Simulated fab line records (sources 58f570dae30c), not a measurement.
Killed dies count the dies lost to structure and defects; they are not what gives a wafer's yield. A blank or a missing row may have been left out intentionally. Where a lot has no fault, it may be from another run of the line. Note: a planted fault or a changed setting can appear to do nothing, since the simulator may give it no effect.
fab line records -- flow berkeley-cmos170
[record] lots = 13, wafers = 39, last-day = 12
route steps=331 shown FIELD@91 PVT@121 GATE@135
lots with no fault: from the same line, run without faults
start-h: hours from the record's first day to the start of the lot's first wafer shown -- wait-h: hours since the lot's step before -- " same as the row above -- L1.1+2: a row that stands for several wafers -- - either no value or no given start -- * or withheld: withheld -- < > ~ a bound
route shown NAME@n: NAME is a module with steps in the file, n the number in the route of the first one -- usual: mean/standard deviation taken from wafers without a fault -- same: alike in all rows -- chamber/n: place in a boat -- sites: the reading at each site -- _std_site: the values' standard deviation -- _edge_site: inner sites' mean taken away from outer sites' mean -- radius-mm: how far each site lies from the wafer's centre -- mask NAME#n: copy n -- behind: the most recent tool/chamber to have shaped the wafer -- hold: why the lot was held/for how many hours/how that ended -- device: the n, p or np transistor that did not switch -- end of line: the tests these same wafers got at the end of their route -- a step with no rows: only its recipe -- killed: count of dies lost to structure and defects at first sort (not the wafer's yield) -- map: the dies of a wafer, with x for killed, . for not killed, _ for no die there
set.NAME: the setting the step ran with; set.NAME@STEP: the setting that earlier step ran with -- model.NAME: the simulator's own value behind a step, which no gauge read
the route's steps for a sample of lots (tables are steps, rows are wafers)
services: when a tool's chamber went out of use (start-h, in hours from the record's first day, below 0 if earlier), for how many hours, and the reason
[[steps]]
[step UCB170_FIELD_THK_MEAS_02]
[recipe] reads = SiO2_of_FIELD_OXIDATION_01
[usual] FIELD_OXIDE_THK = 556/9.4
lot.wafer,tool,chamber,start-h,wait-h,FIELD_OXIDE_THK[nm]
L638.1,film-metro-02,-,108.14,0.0,546
L638.3,film-metro-02,-,108.14,0.0,556
L638.4,film-metro-02,-,108.14,0.0,552
L637.2,film-metro-01,-,108.15,0.0,553
L637.5,film-metro-01,-,108.15,0.0,552
L637.6,film-metro-01,-,108.15,0.0,555
L639.1,film-metro-03,-,108.19,0.0,543
L639.4,film-metro-03,-,108.19,0.0,544
L639.6,film-metro-03,-,108.19,0.0,553
L640.3,film-metro-02,-,113.65,0.0,548
L640.4,film-metro-02,-,113.65,0.0,550
L640.6,film-metro-02,-,113.65,0.0,542
L643.1,film-metro-02,-,135.48,0.0,546
L643.2,film-metro-02,-,135.48,0.0,547
L643.6,film-metro-02,-,135.48,0.0,556
L647.3,film-metro-02,-,158.18,0.0,567
L647.4,film-metro-02,-,158.18,0.0,560
L647.6,film-metro-02,-,158.18,0.0,552
L651.1,film-metro-02,-,177.78,0.0,558
L651.3,film-metro-02,-,177.78,0.0,567
L651.5,film-metro-02,-,177.78,0.0,564
L650.2,film-metro-01,-,177.79,0.0,575
L650.3,film-metro-01,-,177.79,0.0,564
L650.6,film-metro-01,-,177.79,0.0,576
L659.1,film-metro-02,-,203.28,0.0,562
L659.2,film-metro-02,-,203.28,0.0,559
L659.6,film-metro-02,-,203.28,0.0,549
L657.3,film-metro-01,-,203.31,0.0,569
L657.4,film-metro-01,-,203.31,0.0,571
L657.6,film-metro-01,-,203.31,0.0,557
L655.2,film-metro-02,-,203.35,0.1,553
L655.3,film-metro-02,-,203.35,0.1,556
L655.5,film-metro-02,-,203.35,0.1,561
L656.3,film-metro-01,-,209.40,0.0,563
L656.4,film-metro-01,-,209.40,0.0,562
L656.5,film-metro-01,-,209.40,0.0,564
L660.1,film-metro-02,-,216.58,0.0,550
L660.3,film-metro-02,-,216.58,0.0,557
L660.5,film-metro-02,-,216.58,0.0,553
[step UCB170_FIELD_THK_MEAS_90]
[recipe] reads = SiO2_of_FIELD_OXIDATION_01
[usual] FIELD_OXIDE_LEFT_1_THK = 439/9.4
lot.wafer,tool,chamber,start-h,wait-h,FIELD_OXIDE_LEFT_1_THK[nm]
L638.1,film-metro-03,-,118.19,0.0,430
L638.3,film-metro-03,-,118.19,0.0,439
L638.4,film-metro-03,-,118.19,0.0,436
L639.1,film-metro-01,-,118.19,0.0,428
L639.4,film-metro-01,-,118.19,0.0,429
L639.6,film-metro-01,-,118.19,0.0,438
L637.2,film-metro-02,-,118.20,0.0,435
L637.5,film-metro-02,-,118.20,0.0,434
L637.6,film-metro-02,-,118.20,0.0,437
L640.3,film-metro-01,-,125.78,0.0,432
L640.4,film-metro-01,-,125.78,0.0,435
L640.6,film-metro-01,-,125.78,0.0,426
L643.1,film-metro-02,-,144.57,0.0,430
L643.2,film-metro-02,-,144.57,0.0,431
L643.6,film-metro-02,-,144.57,0.0,440
L647.3,film-metro-01,-,167.76,0.0,451
L647.4,film-metro-01,-,167.76,0.0,444
L647.6,film-metro-01,-,167.76,0.0,436
L651.1,film-metro-02,-,187.30,0.0,441
L651.3,film-metro-02,-,187.30,0.0,449
L651.5,film-metro-02,-,187.30,0.0,446
L650.2,film-metro-03,-,187.31,0.0,459
L650.3,film-metro-03,-,187.31,0.0,448
L650.6,film-metro-03,-,187.31,0.0,461
L659.1,film-metro-03,-,212.00,0.0,444
L659.2,film-metro-03,-,212.00,0.0,442
L659.6,film-metro-03,-,212.00,0.0,431
L655.2,film-metro-01,-,212.02,0.0,437
L655.3,film-metro-01,-,212.02,0.0,439
L655.5,film-metro-01,-,212.02,0.0,445
L657.3,film-metro-03,-,212.08,0.1,452
L657.4,film-metro-03,-,212.08,0.1,454
L657.6,film-metro-03,-,212.08,0.1,439
L656.3,film-metro-02,-,220.13,0.0,445
L656.4,film-metro-02,-,220.13,0.0,444
L656.5,film-metro-02,-,220.13,0.0,447
L660.1,film-metro-01,-,226.46,0.0,434
L660.3,film-metro-01,-,226.46,0.0,439
L660.5,film-metro-01,-,226.46,0.0,436
[step UCB170_PVT_OVL_MEAS_06]
[usual] PVT_OVL = 2/6.2
lot.wafer,tool,chamber,start-h,wait-h,PVT_OVL[nm]
L637.2,overlay-02,-,142.76,-,4
L637.5,overlay-02,-,142.76,-,4
L637.6,overlay-02,-,142.76,-,2
L638.1,overlay-01,-,143.03,-,-2
L638.3,overlay-01,-,143.03,-,5
L638.4,overlay-01,-,143.03,-,-3
L639.1,overlay-02,-,144.08,-,-9
L639.4,overlay-02,-,144.08,-,-3
L639.6,overlay-02,-,144.08,-,-10
L640.3,overlay-01,-,144.37,-,6
L640.4,overlay-01,-,144.37,-,3
L640.6,overlay-01,-,144.37,-,-1
L643.1,overlay-02,-,171.47,-,-9
L643.2,overlay-02,-,171.47,-,-4
L643.6,overlay-02,-,171.47,-,-2
L647.3,overlay-01,-,185.50,-,14
L647.4,overlay-01,-,185.50,-,6
L647.6,overlay-01,-,185.50,-,9
L650.2,overlay-01,-,205.66,-,1
L650.3,overlay-01,-,205.66,-,5
L650.6,overlay-01,-,205.66,-,7
L651.1,overlay-01,-,205.90,-,9
L651.3,overlay-01,-,205.90,-,5
L651.5,overlay-01,-,205.90,-,4
L659.1,overlay-02,-,231.94,-,-12
L659.2,overlay-02,-,231.94,-,-8
L659.6,overlay-02,-,231.94,-,-13
L655.2,overlay-02,-,232.75,-,6
L655.3,overlay-02,-,232.75,-,-3
L655.5,overlay-02,-,232.75,-,9
L657.3,overlay-02,-,233.07,-,-3
L657.4,overlay-02,-,233.07,-,3
L657.6,overlay-02,-,233.07,-,2
L656.3,overlay-02,-,238.99,-,5
L656.4,overlay-02,-,238.99,-,8
L656.5,overlay-02,-,238.99,-,7
L660.1,overlay-02,-,248.33,-,-10
L660.3,overlay-02,-,248.33,-,-3
L660.5,overlay-02,-,248.33,-,-7
[step UCB170_GATE_EXPOSE_09]
[recipe] mask-id = POLY, target-cd-nm = 350, na = 0.5, sigma-outer = 0.6, source-shape = conventional, dose-mj = 21
lot.wafer,tool,chamber,start-h,wait-h,mask
L639.1+4+6,krf-scanner-02,0,159.99,-,POLY#0
L638.1+3+4,krf-scanner-01,0,160.41,-,POLY#0
L637.2+5+6,krf-scanner-02,0,160.67,-,POLY#0
L640.3+4+6,krf-scanner-02,0,160.80,-,POLY#0
L643.1+2+6,krf-scanner-02,0,184.95,-,POLY#0
L647.3+4+6,krf-scanner-02,0,198.31,-,POLY#0
L650.2+3+6,krf-scanner-01,0,221.95,-,POLY#0
L651.1+3+5,krf-scanner-01,0,222.41,-,POLY#0
L655.2+3+5,krf-scanner-01,0,247.70,-,POLY#0
L659.1+2+6,krf-scanner-01,0,247.79,-,POLY#0
L657.3+4+6,krf-scanner-01,0,248.52,-,POLY#0
L656.3+4+5,krf-scanner-01,0,252.45,-,POLY#0
L660.1+3+5,krf-scanner-01,0,258.87,-,POLY#0
[step UCB170_GATE_OVL_MEAS_13]
[usual] GATE_OVL = 2/5.1
lot.wafer,tool,chamber,start-h,wait-h,GATE_OVL[nm]
L639.1,overlay-01,-,160.68,0.1,0
L639.4,overlay-01,-,160.68,0.1,4
L639.6,overlay-01,-,160.68,0.1,-2
L638.1,overlay-02,-,160.92,0.1,-1
L638.3,overlay-02,-,160.92,0.1,14
L638.4,overlay-02,-,160.92,0.1,4
L637.2,overlay-01,-,161.16,0.1,29
L637.5,overlay-01,-,161.16,0.1,33
L637.6,overlay-01,-,161.16,0.1,35
L640.3,overlay-01,-,161.36,0.1,22
L640.4,overlay-01,-,161.36,0.1,25
L640.6,overlay-01,-,161.36,0.1,31
L643.1,overlay-02,-,185.46,0.1,31
L643.2,overlay-02,-,185.46,0.1,27
L643.6,overlay-02,-,185.46,0.1,30
L647.3,overlay-02,-,199.29,0.1,25
L647.4,overlay-02,-,199.29,0.1,23
L647.6,overlay-02,-,199.29,0.1,24
L650.2,overlay-01,-,222.63,0.1,7
L650.3,overlay-01,-,222.63,0.1,7
L650.6,overlay-01,-,222.63,0.1,10
L651.1,overlay-01,-,223.11,0.1,10
L651.3,overlay-01,-,223.11,0.1,5
L651.5,overlay-01,-,223.11,0.1,9
L655.2,overlay-01,-,248.40,0.1,3
L655.3,overlay-01,-,248.40,0.1,-1
L655.5,overlay-01,-,248.40,0.1,-2
L659.1,overlay-02,-,248.41,0.1,2
L659.2,overlay-02,-,248.41,0.1,8
L659.6,overlay-02,-,248.41,0.1,8
L657.3,overlay-02,-,249.04,0.1,-2
L657.4,overlay-02,-,249.04,0.1,-2
L657.6,overlay-02,-,249.04,0.1,-3
L656.3,overlay-01,-,252.96,0.1,3
L656.4,overlay-01,-,252.96,0.1,6
L656.5,overlay-01,-,252.96,0.1,4
L660.1,overlay-01,-,259.53,0.1,0
L660.3,overlay-01,-,259.53,0.1,-4
L660.5,overlay-01,-,259.53,0.1,-9
[[services]]
tool,chamber,start-h,hours,kind
krf-scanner-01,-,147.72,1.0,pm
krf-scanner-01,-,150.04,3.6,pm
krf-scanner-01,-,161.08,2.3,repair
krf-scanner-02,-,164.30,0.5,repair
krf-scanner-02,-,170.01,1.0,pm
krf-scanner-02,-,192.92,3.6,pm
krf-scanner-01,-,196.47,0.8,pm
krf-scanner-02,-,224.59,1.9,repair
krf-scanner-02,-,245.51,1.2,repair
krf-scanner-02,-,248.88,1.3,pm
[[key]]
[first-sign] step = UCB170_GATE_OVL_MEAS_13, reading = GATE_OVL, direction = up, sigmas = 5.1, usual = 2, struck = 28
effect none on later readings
met-at UCB170_GATE_EXPOSE_09
struck-lots L637,L640,L643,L647
sort-left-out L637.2,L637.5,L637.6
tester-left-out L637,L640,L643,L647
not-acting-at UCB170_FIELD_THK_MEAS_02,UCB170_FIELD_THK_MEAS_90,UCB170_PVT_OVL_MEAS_06
[fault] kind = scanner-matching-overlay, tool = krf-scanner-02, chamber = -, onset-h = 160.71, steps = UCB170_GATE_EXPOSE_09, offset = 27.017
// tester-left-out: of these lots the tester's yield and bins aren't shown, on N5 and GAA mostly nor the transistor test; their killed dies are dies lost to structure and defects alone, not to doping, threshold or leakage, so they don't give the yield
// sort-left-out: the simulated sort isn't trusted on such a fault, so these wafers' sort isn't shown, and their yield isn't known
